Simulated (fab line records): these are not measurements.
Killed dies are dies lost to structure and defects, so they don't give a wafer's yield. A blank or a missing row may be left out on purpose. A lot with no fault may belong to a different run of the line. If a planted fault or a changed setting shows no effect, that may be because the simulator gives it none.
Matching of chambers + flow berkeleyCmos170 + UCB170_M1_ETCH_11 on rieDiel-04 has 4 sister chambers
The step etches BARC in N2/H2. 14 wafers are shown with their chamber, then 7 later ones without.

== WAFERS PAIRED WITH THEIR CHAMBERS ==
| wafer  | chamber | throttleValvePct (%) | drypumpMotorCurrentA (A) | oesProductAu (a.u.) |
|--------|---------|----------------------|--------------------------|---------------------|
| L563.1 | 0       | 13.18                | 5.6                      | 0.999               |
| L563.4 | 3       | 13.02                | 6.5                      | 0.968               |
| L563.5 | 2       | 13.46                | 6.0                      | 1.009               |
| L569.2 | 0       | 13.18                | 5.5                      | 1.004               |
| L569.3 | 1       | 13.38                | 5.7                      | 1.013               |
| L569.5 | 3       | 13.00                | 6.5                      | 0.972               |
| L570.2 | 3       | 13.01                | 6.5                      | 0.960               |
| L570.3 | 2       | 13.44                | 6.0                      | 1.008               |
| L570.5 | 1       | 13.35                | 5.8                      | 1.007               |
| L574.2 | 3       | 12.99                | 6.5                      | 0.959               |
| L574.5 | 3       | 13.01                | 6.5                      | 0.962               |
| L574.6 | 0       | 13.17                | 5.6                      | 1.002               |
| L577.1 | 1       | 13.35                | 5.8                      | 0.998               |
| L577.2 | 2       | 13.45                | 6.0                      | 1.013               |

SIGNATURES, as means of the wafers listed above
| reading              | chamber 0 | chamber 1 | chamber 2 | chamber 3 | scatter within a chamber |
|----------------------|-----------|-----------|-----------|-----------|--------------------------|
| throttleValvePct     | 13.1767   | 13.3600   | 13.4500   | 13.0060   | 0.0118                   |
| drypumpMotorCurrentA | 5.567     | 5.767     | 6.000     | 6.500     | 0.0365                   |
| oesProductAu         | 1.00167   | 1.00600   | 1.01000   | 0.96420   | 0.00515                  |
Rule: distance of a wafer from a chamber = root of the sum over the readings of ((wafer's reading minus chamber's mean) / reading's scatter) squared. The wafer belongs to the nearest chamber; if the next one is less than 2 further off, it can't be placed. The scatter: the root of (the sum of the squares of (reading less its chamber's mean) over the shown wafers, divided by (wafers less chambers)).

== WAFERS WITHOUT THEIR CHAMBER ==
| wafer  | throttleValvePct (%) | drypumpMotorCurrentA (A) | oesProductAu (a.u.) |
|--------|----------------------|--------------------------|---------------------|
| L577.3 | 13.17                | 5.6                      | 1.004               |
| L582.1 | 13.36                | 5.8                      | 0.997               |
| L582.2 | 13.47                | 6.0                      | 1.006               |
| L582.4 | 13.18                | 5.6                      | 1.004               |
| L583.1 | 13.17                | 5.5                      | 1.006               |
| L583.3 | 13.36                | 5.8                      | 1.014               |
| L583.5 | 13.01                | 6.5                      | 0.959               |

== THE CHAMBER EACH PASSED THROUGH ==
| wafer  | from the rows above | in truth |
|--------|---------------------|----------|
| L577.3 | 0                   | 0        |
| L582.1 | 1                   | 1        |
| L582.2 | 2                   | 2        |
| L582.4 | 0                   | 0        |
| L583.1 | 0                   | 0        |
| L583.3 | 1                   | 1        |
| L583.5 | 3                   | 3        |
Correctly placed: 7 of 7. Can't be placed from these rows: 0. Wrongly placed: 0.
